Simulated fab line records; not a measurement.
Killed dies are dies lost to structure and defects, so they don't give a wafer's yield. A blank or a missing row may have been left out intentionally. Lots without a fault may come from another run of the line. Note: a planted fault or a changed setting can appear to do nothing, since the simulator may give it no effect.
Matching of chambers ; flow berkeley_cmos170 ; 4 sister chambers for UCB170_V2_CMP_02 on cmp-01
The step polishes SiO2. 8 wafers are shown with their chamber, then 7 later ones without.

WAFERS PAIRED WITH THEIR CHAMBERS
wafer;chamber;motor_current_A (A);edge_zone_pressure_frac
L265.6;3;13.6;1.002
L266.5;0;16.6;0.988
L268.3;0;17.1;0.991
L268.6;2;14.4;0.993
L282.5;2;14.8;1.000
L282.6;1;16.4;0.998
L281.2;1;16.1;0.999
L281.4;3;14.3;0.999

WAFERS WHOSE CHAMBER IS MISSING
wafer;motor_current_A (A);edge_zone_pressure_frac
L281.5;13.2;1.003
L287.2;17.0;1.003
L287.3;13.8;1.004
L287.6;14.7;1.003
L286.1;13.1;1.003
L286.4;16.7;0.986
L286.5;13.7;0.994

WHICH CHAMBER EACH ONE RAN IN
wafer;from the rows above;in truth
L281.5;3;3
L287.2;1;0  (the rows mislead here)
L287.3;3;3
L287.6;can't be placed: 2 or 3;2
L286.1;3;3
L286.4;0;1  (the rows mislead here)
L286.5;can't be placed: 3 or 2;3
Correct placement for 3 of the 7. These rows do not allow placing 2 (true chamber among the candidates in 2). Number placed wrongly: 2.
How it was worked out, from the rows above alone: a wafer's distance from a chamber is the root of the sum, over the readings, of the square of ((its reading less the chamber's mean) divided by the reading's scatter). If the next closest chamber is less than 2 further off than the closest, the wafer can't be placed; otherwise it belongs to the closest. A chamber's mean is the mean of its shown wafers. The scatter is the square root of a quotient: the sum, over the shown wafers, of each reading's squared deviation from its chamber's mean, divided by wafers minus chambers.
